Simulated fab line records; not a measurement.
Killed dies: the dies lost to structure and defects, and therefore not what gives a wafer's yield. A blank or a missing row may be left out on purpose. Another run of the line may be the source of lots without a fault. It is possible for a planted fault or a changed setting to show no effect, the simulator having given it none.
A struck lot beside a sound one | flow rit-cmos | 35 steps out of a route of 202
Sound: wafers L415.2, L415.5, L415.6. Struck: wafer L417.4. (L417.2, L417.6 of the same lot were not struck and are left out.) The cause comes at the end.
At each step with rows: each side's tool, then ch and its chambers, then its first start. Under that, the readings that differ: sound wafers | struck wafers | difference of the means | sigmas: that difference in standard deviations of wafers without a fault.
alike: readings with means less than 2 such deviations apart, plus words and numbers identical on both sides. not compared: withheld readings, readings lacking a value on some wafer, bounds such as >300 that could conceal the same value, and numbers that have no deviation in the record and whose values overlap.
The two part at a step that has a row with sigmas, a row that says differs or no value, or rows on one side only. Numbers that have no deviation but don't overlap get no sigmas and don't part them. A reading missing from all wafers of one side parts the sides only when that side holds two or more wafers.

RIT_SILICIDE_RTA_06: time 10 s, ramp up 5 s, ramp down 10 s.
  sound on rtp-anneal-02 ch 0, day 3 22:04; struck on rtp-anneal-02 ch 0, day 4 07:35
  alike: wafer_temp_C_max
RIT_CONTACT_CVD_00: deposits SiO2 from TEOS, target thk 400 nm, time 61 s.
  sound on pecvd-02 ch 0,1, day 3 22:07; struck on pecvd-04 ch 2, day 4 07:38
  alike: heater-power-w
RIT_CONTACT_THK_MEAS_01:
  sound: film-metro-02 at day 3 22:11; struck: film-metro-03 at day 4 07:42
  alike: CONTACT_TEOS_THK
then, 6 steps without rows for these wafers: RIT_CONTACT_HMDS_02 (prime time 60 s); RIT_CONTACT_COAT_03 (resist thk 1000 nm); RIT_CONTACT_SOFTBAKE_04 (time 60 s); RIT_CONTACT_EXPOSE_05 (exposes mask M11, target cd 1000 nm); RIT_CONTACT_PEB_06; RIT_CONTACT_DEVELOP_07 (develop time 120 s).
RIT_CONTACT_CD_MEAS_08 targets a cd of 1000 nm.
  sound: cd-sem-02 at day 3 23:37; struck: cd-sem-01 at day 4 08:52
  alike: cd-nm
RIT_CONTACT_OVL_MEAS_09:
  sound: overlay-01 at day 3 23:43; struck: overlay-01 at day 4 08:58
  alike: CONTACT_OVL
then, 1 step without rows for these wafers: RIT_CONTACT_HARDBAKE_10 (time 60 s).
RIT_CONTACT_ETCH_11: etches SiO2 in CHF3/CF4/Ar, stops on TiSi2, target depth 480 nm, time 320 s.
  sound on rie-diel-01 ch 1,3, day 4 00:01; struck on rie-diel-01 ch 0, day 4 09:09
  reading                                      | sound             | struck | difference | sigmas
  model.CONTACT.feature-depth-nm (nm)          | 401.7 398.2 406.1 | 363    | -39        |
  model.etch.depth-nm (nm)                     | 401.7 398.2 406.1 | 363    | -39        |
  model.NOVOLAK_of_CONTACT_COAT_03.thk-nm (nm) | 757.9 764.2 762.8 | 800.6  | +39.0      |
  alike: drypump-motor-current-A, oes-product-au, throttle-valve-pct
  not compared: rf-hours-counter-h
RIT_CONTACT_STRIP_12: strips in O2, time 180 s.
  sound on plasma-asher-02 ch 0,1, day 4 00:13; struck on plasma-asher-02 ch 1, day 4 09:21
  alike: drypump-motor-current-A, o2-flow-sccm
  not compared: rf-hours-counter-h
RIT_CONTACT_CD_MEAS_90 targets a cd of 1000 nm.
  sound: cd-sem-02 at day 4 00:25; struck: cd-sem-02 at day 4 09:32
  alike: cd-nm
then, 2 steps without rows for these wafers: RIT_CONTACT_CLEAN_13 (cleans in SC1, time 600 s); RIT_CONTACT_CLEAN_14 (cleans in SC2, time 600 s).
RIT_M1_SPUTTER_00: material Al, target thk 400 nm, time 500 s.
  the record has rows for the sound wafers here (pvd-sputter-04, day 4 01:02) and none for the struck ones
RIT_M1_RS_MEAS_01: measures by four-point-probe.
  the record has rows for the sound wafers here (film-metro-01, day 4 01:23) and none for the struck ones
RIT_M1_THK_MEAS_02: measures by xrf.
  the record has rows for the sound wafers here (film-metro-01, day 4 01:30) and none for the struck ones
then, 6 steps without rows for these wafers: RIT_M1_HMDS_03 (prime time 60 s); RIT_M1_COAT_04 (resist thk 1300 nm); RIT_M1_SOFTBAKE_05 (time 60 s); RIT_M1_EXPOSE_06 (exposes mask M12, target cd 2600 nm); RIT_M1_PEB_07; RIT_M1_DEVELOP_08 (develop time 68 s).
RIT_M1_CD_MEAS_09 targets a cd of 2600 nm.
  the record has rows for the sound wafers here (cd-sem-01, day 4 02:27) and none for the struck ones
RIT_M1_OVL_MEAS_10:
  the record has rows for the sound wafers here (overlay-02, day 4 02:33) and none for the struck ones
then, 1 step without rows for these wafers: RIT_M1_HARDBAKE_11 (time 120 s).
RIT_M1_METAL_ETCH_12: etches Al in Cl2/BCl3, stops on SiO2, time 165 s, target depth 600 nm.
  the record has rows for the sound wafers here (rie-metal-01 ch 0,1, day 4 02:50) and none for the struck ones
then, 2 steps without rows for these wafers: RIT_M1_STRIP_13 (strips in nmp, time 600 s); RIT_M1_STRIP_14 (strips in O2, time 180 s).
RIT_M1_CD_MEAS_90 targets a cd of 2600 nm.
  the record has rows for the sound wafers here (cd-sem-02, day 4 03:22) and none for the struck ones
then, 1 step without rows for these wafers: RIT_M1_ANNEAL_15 (time 1800 s).
RIT_M1_BOW_MEAS_16:
  the record has rows for the sound wafers here (film-metro-02, day 4 04:59) and none for the struck ones

WHERE THEY PART
At RIT_M1_SPUTTER_00 first; at RIT_M1_BOW_MEAS_16 last (within this record only).

WHY: what the simulator had put in
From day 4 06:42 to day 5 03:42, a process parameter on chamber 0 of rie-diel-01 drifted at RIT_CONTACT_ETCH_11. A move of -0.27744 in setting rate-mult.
